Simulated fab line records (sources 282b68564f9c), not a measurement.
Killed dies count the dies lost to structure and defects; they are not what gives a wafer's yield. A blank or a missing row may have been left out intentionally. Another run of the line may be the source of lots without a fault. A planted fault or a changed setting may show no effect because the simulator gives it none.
One fault through the eyes of 2 desks / flow rit cmos / only its own numbers are on each desk; what lay behind them is given at the end

## DESK OF THE TOOL OWNER: furnace-03
The tool's own readings at RIT_FOX1_OXIDATION_00 (target thk 350.7 nm, ox time 1130 s): means of the sampled wafers that have a number, for each lot that ran on this tool. A lot is out of limits, marked OUT, if its mean lies more than 4 standard deviations from the usual mean; the brackets give that distance.
Columns: A = spike tc centre C at RIT_FOX1_OXIDATION_00, usual 1102.8 C; B = spike tc load C at RIT_FOX1_OXIDATION_00, usual 1127.1 C; C = spike tc source C at RIT_FOX1_OXIDATION_00, usual 1124.2 C; D = tube center temp C at RIT_FOX1_OXIDATION_00, usual 1100 C; E = tube_center_temp_C_max at RIT_FOX1_OXIDATION_00, usual 1102.7; F = zone power source pct at RIT_FOX1_OXIDATION_00, usual 46.7 %
lot=L331; first seen here=day 2 06:39; A=1102.6; B=1129.4; C=1123.2; D=1100; E=1103.0; F=46.7
lot=L332; first seen here=day 2 11:38; A=1103.2; B=1128.3; C=1123.5; D=1100; E=1103.1; F=46.4
lot=L333; first seen here=day 2 16:31; A=1103.1; B=1128.7; C=1123.5; D=1100; E=1102.5; F=46.4
lot=L334; first seen here=day 2 21:42; A=1102.0; B=1129.4; C=1124.2; D=1100; E=1102.7; F=46.8
lot=L339; first seen here=day 4 01:07; A=1125.8 (+21) OUT; B=1153.5 (+11) OUT; C=1149.6 (+23) OUT; D=1125 (+99 or more) OUT; E=1127.5 (+59) OUT; F=49.0
lot=L340; first seen here=day 4 04:02; A=1127.0 (+22) OUT; B=1153.1 (+11) OUT; C=1149.8 (+23) OUT; D=1125 (+99 or more) OUT; E=1127.3 (+58) OUT; F=48.9
lot=L341; first seen here=day 4 10:03; A=1127.9 (+23) OUT; B=1153.9 (+11) OUT; C=1148.9 (+22) OUT; D=1125 (+99 or more) OUT; E=1127.6 (+59) OUT; F=48.4
Finding of this desk: L339, L340, L341 out of limits; the first was L339 at day 4 01:07, on spike tc centre C at RIT_FOX1_OXIDATION_00. Within limits: L331, L332, L333, L334.

## THE METROLOGY DESK
What the gauges read, lot by lot, whatever tool the lot ran on: means of the sampled wafers that have a number. A lot is out of limits, marked OUT, if its mean lies more than 4 standard deviations from the usual mean; the brackets give that distance.
Columns: A = cd nm at RIT_ACTIVE_CD_MEAS_11, usual 1400.6 nm; B = FOX1_OXIDE_THK at RIT_FOX1_THK_MEAS_01, usual 352 nm; C = NWELL_RS at RIT_WELLDRIVE_RS_MEAS_01, usual 275.1 ohm/sq
lot=L330; first seen here=day 2 00:35; A=1401.3; B=366; C=275.4
lot=L331; first seen here=day 2 05:34; A=1396.1; B=347; C=275.1
lot=L332; first seen here=day 2 10:34; A=1404.0; B=350; C=274.6
lot=L333; first seen here=day 2 15:26; A=1398.3; B=349; C=274.5
lot=L334; first seen here=day 2 20:30; A=1400.0; B=345; C=275.8
lot=L335; first seen here=day 3 01:36; A=1400.7; B=357; C=276.2
lot=L336; first seen here=day 3 06:35; A=1398.5; B=346; C=275.6
lot=L339; first seen here=day 3 23:59; A=1402.7; B=385 (+5.3) OUT; C=275.4
lot=L340; first seen here=day 4 02:40; A=1399.9; B=385 (+5.3) OUT; C=274.8
lot=L341; first seen here=day 4 08:58; A=1399.1; B=406 (+8.7) OUT; C=274.9
lot=L342; first seen here=day 4 12:41; A=1399.3; B=349; C=274.3
lot=L344; first seen here=day 4 22:29; A=1398.7; B=360; C=275.1
lot=L348; first seen here=day 5 18:29; A=1401.0; B=346; C=275.1
lot=L349; first seen here=day 5 23:38; A=1399.4; B=350; C=274.9
lot=L350; first seen here=day 6 05:50; A=1403.1; B=353; C=277.0
This desk's finding: out of limits on L339, L340, L341; first on L339, day 4 02:26 (FOX1_OXIDE_THK at RIT_FOX1_THK_MEAS_01). Within limits: L330, L331, L332, L333, L334, L335, L336, L342, L344, L348, L349, L350.

## BROUGHT TOGETHER
The tool owner's desk could have raised an alarm at day 4 01:07, on L339, L340, L341.
On L339, L340, L341, the metrology desk was in a position to raise an alarm at day 4 02:26.
Of the lots named, all ran RIT_FOX1_OXIDATION_00 on furnace-03.

## WHAT WAS PUT IN BY THE SIMULATOR
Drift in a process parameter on furnace-03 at RIT_FOX1_OXIDATION_00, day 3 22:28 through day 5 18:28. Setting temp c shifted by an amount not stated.
Struck lots among those shown: L339, L340, L341.
Time in hours from fault onset to the first out-of-limits reading at each desk: tool owner's desk 3, metrology desk 4.
